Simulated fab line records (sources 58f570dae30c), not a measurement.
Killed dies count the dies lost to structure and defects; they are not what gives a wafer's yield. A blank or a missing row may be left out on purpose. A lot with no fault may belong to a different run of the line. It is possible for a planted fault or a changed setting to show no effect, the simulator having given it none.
What tool caused it? ; flow berkeley_cmos170 ; 7 lots, 21 wafers sampled, at 1 step of a route of 331

WHAT THE GAUGES SHOWED, per wafer
UCB170_NSD_OVL_MEAS_07.
lot;measured;on;NSD_OVL (nm)
L547;day 6 19:55;overlay-02;-2 1 -7
L549;day 7 00:30;overlay-02;-3 -6 -5
L552;day 7 17:47;overlay-01;0 -3 -4
L554;day 8 15:20;overlay-01;-11 -5 -9
L557;day 9 01:16;overlay-02;-14 -5 -1
L564;day 10 16:09;overlay-01;-4 0 -4
L567;day 11 08:35;overlay-01;1 2 0

EACH LOT AND THE TOOL THAT RAN IT (in order: tool; ch and the chambers of the sampled wafers; start)
The record holds no process step before these readings.

THE ANSWER, worked out from the rows above alone
Rule: the lots themselves supply what counts as usual. The widest of any qualifying gaps counts: lots, ordered by their means at a reading, are off when they make up no more than a third of the lots, leave a main group of 4 or more, and stand apart from it by 3 or more times the standard deviation of that group's means. A main group is skipped when, at the precision printed for the reading in the tables above, its means are all equal. Also off: a lot with no number at a reading for which 4 or more lots have one. Any other lot the step has rows for is counted as sound.
Nothing can be told from this: no lot is off at any reading shown.

WHAT THE SIMULATOR PUT IN
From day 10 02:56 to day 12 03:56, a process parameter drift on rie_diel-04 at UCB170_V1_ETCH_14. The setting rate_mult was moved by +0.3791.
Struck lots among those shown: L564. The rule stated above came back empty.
